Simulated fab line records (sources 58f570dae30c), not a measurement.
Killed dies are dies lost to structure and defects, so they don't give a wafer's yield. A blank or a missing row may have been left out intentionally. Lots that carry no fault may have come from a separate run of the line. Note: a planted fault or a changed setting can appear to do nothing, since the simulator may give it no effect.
Struck lot and sound lot, side by side -- flow berkeley cmos170 -- 18 steps out of a route of 331
Sound: wafers L845.2, L845.3, L845.5. Struck: wafer L843.5 (L843.1, L843.6, from the same lot, were not struck and are left out); the cause is given at the end.
Per side, at each step with rows, come the tool, then ch with its chambers, and then its first start. Under that, the readings that differ: sound wafers -- struck wafers -- difference of the means -- sigmas: that difference in standard deviations of wafers without a fault.
alike: readings whose means differ by less than 2 such deviations, and words and numbers that are the same on both sides. not compared: withheld readings, readings that some wafer has no value for, bounds like >300 that may hide the same value, and numbers for which the record gives no deviation and whose values overlap.
Wherever a step has rows on one side only, a row that says differs or no value, or a row with sigmas, the two part there. When numbers do not overlap yet have no deviation, they are printed without sigmas and do not part them. A reading missing from all wafers of one side parts the sides only when that side holds two or more wafers.

first, 5 steps without rows for these wafers: UCB170_NLDD_COAT_01 (resist thk 900 nm); UCB170_NLDD_SOFTBAKE_02 (time 60 s); UCB170_NLDD_EXPOSE_03 (exposes mask NSELECT, target cd 1200 nm); UCB170_NLDD_PEB_04; UCB170_NLDD_DEVELOP_05 (develop time 45 s).
UCB170_NLDD_CD_MEAS_06: target cd 1200 nm.
  sound on cd sem-01 at day 12 00:30; struck on cd sem-02 at day 12 00:47
  alike: cd nm
UCB170_NLDD_OVL_MEAS_07:
  sound on overlay-01 at day 12 00:36; struck on overlay-02 at day 12 00:54
  alike: NLDD_OVL
then, 2 steps without rows for these wafers: UCB170_NLDD_IMPLANT_08; UCB170_NLDD_IMPLANT_09.
UCB170_NLDD_STRIP_10: strips in O2.
  sound on plasma asher-04 ch 0,1, day 12 00:56; struck on plasma asher-01 ch 1, day 12 01:14
  alike: drypump motor current A, oes product au, strip time to endpoint s
  not compared: rf hours counter h
UCB170_NLDD_TW_MEAS_11:
  sound on film metro-03 at day 12 01:02; struck on film metro-03 at day 12 01:20
  alike: NLDD_TW
then, 1 step without rows for these wafers: UCB170_NLDD_CLEAN_12 (cleans in SPM, time 600 s).
UCB170_SPACER_CVD_00: deposits SiO2 from TEOS/O2, target thk 376 nm, time 47 s.
  sound on pecvd-03 ch 0,1, day 12 01:43; struck on pecvd-01 ch 0, day 12 01:46
reading,sound,struck,difference,sigmas
rf fwd power W (W),541.5 543.2 541.2,759.0,+217.0,+94
model.SiO2_of_SPACER_CVD_00.thk nm (nm),366.6 372.8 386.5,414.2,+38.9,
  alike: heater power w
UCB170_SPACER_THK_MEAS_01:
  sound on film metro-02 at day 12 01:46; struck on film metro-04 at day 12 01:49
reading,sound,struck,difference,sigmas
SPACER_TEOS_THK (nm),367 373 386,415,+40,+7
then, 1 step without rows for these wafers: UCB170_SPACER_ANNEAL_02 (time 1800 s).
UCB170_SPACER_ETCHBACK_03: etches SiO2 in CHF3/CF4/Ar, stops on Si, target depth 376 nm, time 100 s.
  sound on rie diel-01 ch 0,2,3, day 12 14:22; struck on rie diel-04 ch 1, day 12 14:27
reading,sound,struck,difference,sigmas
oes product au (a.u.),0.875 0.902 0.938,0.994,+0.089,+6
model.etch.depth nm (nm),366.6 372.8 386.5,414.2,+38.9,
  alike: cf4 flow sccm, drypump motor current A, throttle valve pct
  not compared: rf hours counter h
then, 1 step without rows for these wafers: UCB170_PSD_HMDS_00 (prime time 60 s).
UCB170_M3_PROBE_99:
  sound on prober-01 at day 14 00:26; struck on prober-01 at day 14 01:35
reading,sound,struck,difference,sigmas
model.etest.pplus sal.width nm (nm),724.2 733.8 680.4,648.9,-63.9,
model.etest.nplus sal.width nm (nm),724.1 733 682.7,648.9,-64.4,
model.etest.nmos_0p35.r on ohm um,1464 1438 1495,1554,+88,
model.etest.nmos_0p6.r on ohm um,2320 2280 2324,2432,+124,
model.etest.field p metal.vt v (V),-58.03 -58.02 -59.56,-61,-2,
model.etest.field n metal.vt v (V),51.2 51 52.73,53.24,+1.60,
model.etest.pplus sal.line ohm um,5.206 4.979 5.352,5.642,+0.463,
model.etest.nplus sal.line ohm um,5.148 4.845 5.321,5.562,+0.457,

== WHERE THEY PART ==
Last at UCB170_SPACER_ETCHBACK_03 as far as this record goes, first at UCB170_SPACER_CVD_00.

WHY: what the simulator had put in
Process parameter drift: pecvd-01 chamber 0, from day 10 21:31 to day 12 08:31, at UCB170_SPACER_CVD_00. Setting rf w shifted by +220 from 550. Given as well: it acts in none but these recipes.
